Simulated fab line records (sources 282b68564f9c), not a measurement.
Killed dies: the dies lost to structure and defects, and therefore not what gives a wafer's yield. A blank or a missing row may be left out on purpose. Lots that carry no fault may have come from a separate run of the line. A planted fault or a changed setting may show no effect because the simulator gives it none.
8D (eight disciplines) problem report, filled in by code + flow rit-cmos + the parts of the form that need people (team, actions taken, sign-off) are left out

1. THE PROBLEM
Mean of killed-at-front-end at RIT_M1_PROBE_99: 108.2 across 6 wafers in 2 lots; on wafers with no fault it is 6.7 (standard deviation 2.9). That puts it +35 standard deviations away from the usual mean.
First observed at day 5 13:07: wafer L608.1, on prober-01. At this step, 42 wafers from 14 lots have a number in the record. By rule, "out" or "out of limits" means more than 4 standard deviations away from the usual mean. All remaining wafers that have a number are taken as sound.

2. WHAT IT IS AND WHAT IT IS NOT
| question                    | is                                              | is not                                                                                             |
|-----------------------------|-------------------------------------------------|----------------------------------------------------------------------------------------------------|
| which readings at this step | killed-at-front-end, killed-dies, killed-on-rim | killed-open, killed-short                                                                          |
| which lots                  | L608, L609                                      | L599, L602, L603, L605, L606, L607, L610, L616, L617, L618, L620, L621                             |
| which wafers of those lots  | all that have a number                          | -                                                                                                  |
| read on which tools         | prober-01, prober-02                            | -                                                                                                  |
| when                        | from day 5 13:07                                | up to then (18 sound wafers); but 18 sound wafers of L610, L616, L617, L618, L620, L621 came after |

3. WHAT RULES OUT EACH SUSPECT
Counting: a tool at any process step up to the reading remains a suspect when it ran all the lots that are out and ran no sound lot after the first of those.
- furnace-04 at RIT_FOX2_OXIDATION_00 (target thk 350.7 nm, ox time 1168 s): kept. It ran every lot that is out, first L608 (day 3 20:30), and no sound lot after that; its last sound lot up to then is L606 (day 3 09:55).
After counting, what remains is furnace-04 at RIT_FOX2_OXIDATION_00.

4. THE CAUSE (what the simulator had put in)
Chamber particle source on furnace-04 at RIT_FOX2_OXIDATION_00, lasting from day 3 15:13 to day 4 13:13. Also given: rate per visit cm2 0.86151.
Only this tool survived the counting.

5. THE CHAIN OF EFFECTS, in route order
Rows list readings where the struck wafers' mean (over those with a number) sits beyond 3 standard deviations from the usual. Only readings whose record carries a usual standard deviation are examined. hours: median over the lots of the time between each lot's start at the first step of this table that gives one and its start at this step. sigmas: the change, counted in usual standard deviations.
| hours | step            | reading             | usual | on struck wafers | change | sigmas |
|-------|-----------------|---------------------|-------|------------------|--------|--------|
| 0     | RIT_M1_PROBE_99 | killed-at-front-end | 6.7   | 108.2            | +101.5 | +35    |
| 0     | RIT_M1_PROBE_99 | killed-dies         | 6.8   | 108.2            | +101.4 | +35    |
| 0     | RIT_M1_PROBE_99 | killed-on-rim       | 1.8   | 28.2             | +26.4  | +19    |
Here are the process steps it includes:
- RIT_M1_PROBE_99

6. WHAT WOULD HAVE CAUGHT IT SOONER
In this record the first reading out of limits was taken at day 5 13:07, 46 hours after the fault began at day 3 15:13.
Each of the lots that are out, 2 in all, had begun RIT_FOX2_OXIDATION_00 on furnace-04 no later than day 5 13:07. Had the tool been put on hold then, not one of them would have been saved.
